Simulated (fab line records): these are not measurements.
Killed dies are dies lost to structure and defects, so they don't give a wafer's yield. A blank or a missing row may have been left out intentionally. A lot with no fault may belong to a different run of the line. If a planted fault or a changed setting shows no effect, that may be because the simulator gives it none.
fab line records    flow rit_cmos
record lots=14  wafers=42  last_day=7
route steps=202 shown PWELL@47
lots that met no fault: from a run of the same line without faults
start_h: hours from the record's first day to the start of the lot's first wafer shown    wait_h: hours since the lot's step before    " unchanged from the row above    L1.1+2: several wafers, shown together as one row    - no value, or no start given    * or withheld: withheld    < > ~ a bound
route shown NAME@n: NAME is a module with steps in the file, n the number in the route of the first one    usual: average and standard deviation across the fault-free wafers    same: alike in all rows    chamber/n: place in a boat    sites: readings site by site    _std_site: how widely they spread, as a standard deviation    _edge_site: outer sites' mean less inner sites'    radius_mm: for every site, how far away it sits from the centre of the wafer    mask NAME#n: copy n    behind: tool/chamber where the wafer was last shaped    hold: cause of the lot's hold/its duration in hours/its outcome    device: which transistor (n, p or np) failed to switch    end of line: at the end of the route, the tests of the same wafers    where a step has no rows: the recipe by itself    killed: the dies lost at the first sort to structure and to defects; this is not the yield of the wafer    map: the dies of a wafer, with x for killed, . for not killed, _ for no die there
set.NAME: the run value of the setting; set.NAME@STEP: its run value at that earlier step    model.NAME: the simulator's own value behind a step, which no gauge read
one table for each step of the route and one row for each wafer, over a sample of lots
services: when a tool's chamber went out of use (start_h, in hours from the record's first day, below 0 if earlier), for how many hours, and the reason
## steps
# step RIT_PWELL_IMPLANT_08
# recipe species=B  energy_kev=170  dose_cm2=7e+13  tilt_deg=7
# usual dose_ions_cm2=7.001e+13/8.3e+10  faraday_current_uA=221/3.9
lot.wafer  tool          chamber  start_h  wait_h  dose_ions_cm2  faraday_current_uA
L639.3     implanter-01  0        28.07    0.2     7.002e+13      223
L639.4     "             0        "        "       6.995e+13      222
L639.6     "             0        "        "       7.003e+13      216
L640.2     implanter-03  0        32.43    0.2     6.987e+13      210
L640.3     "             0        "        "       6.998e+13      220
L640.6     "             0        "        "       6.995e+13      219
L641.1     implanter-01  0        37.78    0.2     7.008e+13      235
L641.3     "             0        "        "       6.998e+13      221
L641.6     "             0        "        "       7.004e+13      218
L642.3     implanter-01  0        42.28    0.2     6.99e+13       219
L642.4     "             0        "        "       6.993e+13      220
L642.5     "             0        "        "       6.991e+13      221
L644.3     implanter-01  0        52.46    0.2     7.003e+13      216
L644.5     "             0        "        "       7.006e+13      214
L644.6     "             0        "        "       6.997e+13      222
L645.1     implanter-04  0        57.24    0.2     6.997e+13      221
L645.2     "             0        "        "       6.988e+13      223
L645.5     "             0        "        "       7e+13          219
L646.1     implanter-03  0        63.68    0.2     7.015e+13      220
L646.5     "             0        "        "       7.006e+13      223
L646.6     "             0        "        "       6.996e+13      221
L649.1     implanter-04  0        78.53    0.2     7.001e+13      223
L649.4     "             0        "        "       7e+13          213
L649.6     "             0        "        "       6.99e+13       225
L650.1     implanter-01  0        82.21    0.2     6.996e+13      214
L650.2     "             0        "        "       7.006e+13      221
L650.4     "             0        "        "       7e+13          231
L655.1     implanter-03  0        108.11   0.2     7.001e+13      226
L655.2     "             0        "        "       7.003e+13      217
L655.3     "             0        "        "       7e+13          223
L656.1     implanter-03  0        112.14   0.2     7.697e+13      246
L656.2     "             0        "        "       7.712e+13      248
L656.4     "             0        "        "       7.708e+13      233
L657.1     implanter-03  0        118.95   0.2     7.71e+13       241
L657.3     "             0        "        "       7.72e+13       248
L657.6     "             0        "        "       7.724e+13      239
L660.2     implanter-04  0        134.23   0.2     7.008e+13      217
L660.4     "             0        "        "       7.015e+13      216
L660.5     "             0        "        "       7e+13          223
L661.1     implanter-01  0        140.39   0.2     6.995e+13      222
L661.2     "             0        "        "       7.007e+13      228
L661.6     "             0        "        "       6.998e+13      221
# step RIT_WELLDRIVE_RS_MEAS_02
# recipe thk_meas_gauge=four-point-probe
# usual PWELL_RS=429.5/1.2
lot.wafer  tool           chamber  start_h  wait_h  PWELL_RS[ohm/sq]
L639.3     film_metro-03  -        33.65    0.1     429.1
L639.4     "              -        "        "       428.7
L639.6     "              -        "        "       429.3
L640.2     film_metro-03  -        38.01    0.1     428.3
L640.3     "              -        "        "       429.9
L640.6     "              -        "        "       430.5
L641.1     film_metro-01  -        43.51    0.1     427.9
L641.3     "              -        "        "       428.7
L641.6     "              -        "        "       427.7
L642.3     film_metro-03  -        48.64    0.1     430.2
L642.4     "              -        "        "       430.1
L642.5     "              -        "        "       429.4
L644.3     film_metro-03  -        58.79    0.1     428.8
L644.5     "              -        "        "       429.1
L644.6     "              -        "        "       429.9
L645.1     film_metro-01  -        62.83    0.1     431.1
L645.2     "              -        "        "       432.3
L645.5     "              -        "        "       430.0
L646.1     film_metro-02  -        69.65    0.1     430.2
L646.5     "              -        "        "       429.0
L646.6     "              -        "        "       430.0
L649.1     film_metro-01  -        84.11    0.1     428.4
L649.4     "              -        "        "       427.5
L649.6     "              -        "        "       427.1
L650.1     film_metro-02  -        87.80    0.1     427.7
L650.2     "              -        "        "       427.5
L650.4     "              -        "        "       427.5
L655.1     film_metro-01  -        113.70   0.1     430.1
L655.2     "              -        "        "       429.6
L655.3     "              -        "        "       428.8
L656.1     film_metro-03  -        118.22   0.1     403.7
L656.2     "              -        "        "       404.7
L656.4     "              -        "        "       403.7
L657.1     film_metro-03  -        124.54   0.1     405.3
L657.3     "              -        "        "       405.6
L657.6     "              -        "        "       404.9
L660.2     film_metro-02  -        139.81   0.1     429.0
L660.4     "              -        "        "       429.8
L660.5     "              -        "        "       430.5
L661.1     film_metro-02  -        145.98   0.1     428.9
L661.2     "              -        "        "       427.9
L661.6     "              -        "        "       428.8
## services
tool          chamber  start_h  hours  kind
implanter-01  -        13.96    4.5    pm
implanter-04  -        22.55    0.8    repair
implanter-04  -        41.50    1.9    pm
implanter-03  -        45.29    3.1    repair
implanter-01  -        60.34    0.6    repair
implanter-03  -        65.50    4.0    pm
## key
first_sign step=RIT_PWELL_IMPLANT_08  reading=dose_ions_cm2  direction=up  sigmas=85  usual=7.001e+13  struck=7.712e+13
effect step=RIT_PWELL_IMPLANT_08  reading=faraday_current_uA  direction=up  sigmas=5.3  usual=221  struck=242
effect step=RIT_WELLDRIVE_RS_MEAS_02  reading=PWELL_RS  direction=down  sigmas=20  usual=429.5  struck=404.6
met_at RIT_PWELL_IMPLANT_08
struck_lots L656,L657
tester_left_out L656,L657
onset_between 108.11 112.14
fault kind=process_parameter_drift  tool=implanter-03  chamber=-  onset_h=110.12  steps=RIT_PWELL_IMPLANT_08  channel=dose_cm2  offset=7e+12  shape=step  end_h=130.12  acts_in=these_recipes_only  stated=7e+13
# tester_left_out: of these lots the tester's yield and bins aren't shown, on N5 and GAA mostly nor the transistor test; their killed dies are dies lost to structure and defects alone, not to doping, threshold or leakage, so they don't give the yield
